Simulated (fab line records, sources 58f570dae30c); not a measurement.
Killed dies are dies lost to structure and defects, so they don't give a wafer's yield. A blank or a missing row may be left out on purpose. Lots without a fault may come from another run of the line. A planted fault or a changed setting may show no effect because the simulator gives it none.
Which tool did it? | flow berkeley_cmos170 | 14 lots, 42 wafers sampled, at 1 step of a route of 331

WHAT THE GAUGES READ, wafer by wafer
The record holds no reading of a measuring or inspecting step that can be judged against a usual standard deviation.

WHICH TOOL RAN EACH LOT (tool, then ch and the chambers of the sampled wafers, then the start)
lot  | UCB170_NWELL_IMPLANT_14
L984 | implanter-04 ch 0, day 2 16:03
L985 | implanter-04 ch 0, day 2 21:26
L986 | implanter-02 ch 0, day 3 01:44
L987 | implanter-01 ch 0, day 3 02:01
L988 | implanter-02 ch 0, day 3 09:26
L990 | implanter-02 ch 0, day 3 14:37
L989 | implanter-04 ch 0, day 3 14:45
L991 | implanter-04 ch 0, day 4 05:37
L994 | implanter-01 ch 0, day 4 15:20
L999 | implanter-04 ch 0, day 5 14:52
L101 | implanter-04 ch 0, day 6 12:38
L103 | implanter-02 ch 0, day 6 19:31
L104 | implanter-01 ch 0, day 6 20:23
L106 | implanter-01 ch 0, day 7 01:40
- UCB170_NWELL_IMPLANT_14

WHAT THE TOOLS THEMSELVES READ (means of the sampled wafers that have a number; where no wafer has one, the mark that the record gives instead)
UCB170_NWELL_IMPLANT_14. Usual: dose_ions_cm2 9.999e+12, standard deviation 9.6e+09; faraday_current_uA 31.8, standard deviation 0.57.
lot  | tool         | dose_ions_cm2 | faraday_current_uA | flag
L984 | implanter-04 | 1.001e+13     | 31.5               |
L985 | implanter-04 | 9.991e+12     | 32.0               |
L986 | implanter-02 | 1.001e+13     | 30.9               |
L987 | implanter-01 | 9.995e+12     | 31.5               |
L988 | implanter-02 | 1.000e+13     | 31.7               |
L990 | implanter-02 | 9.989e+12     | 32.4               |
L989 | implanter-04 | 9.998e+12     | 32.0               |
L991 | implanter-04 | 9.988e+12     | 31.5               |
L994 | implanter-01 | 9.993e+12     | 31.6               |
L999 | implanter-04 | 1.100e+13     | 35.4               | OFF
L101 | implanter-04 | 1.100e+13     | 35.2               | OFF
L103 | implanter-02 | 1.000e+13     | 32.0               |
L104 | implanter-01 | 1.001e+13     | 32.4               |
L106 | implanter-01 | 1.001e+13     | 31.7               |

THE ANSWER, worked out from the rows above alone
Rule: a lot is off if the mean of its wafers that have a number lies more than 3 standard deviations from the usual mean. A lot without any number at a reading at which 4 lots or more have one is off too. The other lots that the step has rows for count as sound. The gauges are gone through in route order, then the tools' own readings, and for those a lot's mean is taken as printed above. The first step at which some lot is off is used, and at that step the reading that is off furthest; a lot without a number counts as furthest.
Off: L999, L101, at UCB170_NWELL_IMPLANT_14 (dose_ions_cm2).
A tool fits if, at that step or a process step before it, it ran every lot that is off, and no sound lot after the first of them. One fits: implanter-04 at UCB170_NWELL_IMPLANT_14. Its last sound lot is L991 (day 4 05:37), its first lot that is off L999 (day 5 14:52): a fault that began between those two fits.
The tool's own readings at UCB170_NWELL_IMPLANT_14 bear it out: on the lots that are off they differ by more than 5 times the standard deviation of the sound lots' means. dose_ions_cm2 reads 1.100e+13 there against 1.000e+13 on the sound lots; faraday_current_uA reads 35.3 there against 31.8 on the sound lots.

WHAT THE SIMULATOR HAD PUT IN
Process parameter drift: implanter-04, from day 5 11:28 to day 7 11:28, at UCB170_NWELL_IMPLANT_14. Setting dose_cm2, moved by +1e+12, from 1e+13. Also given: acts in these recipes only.
Lots struck among those shown: L999, L101. The rule above found the same.
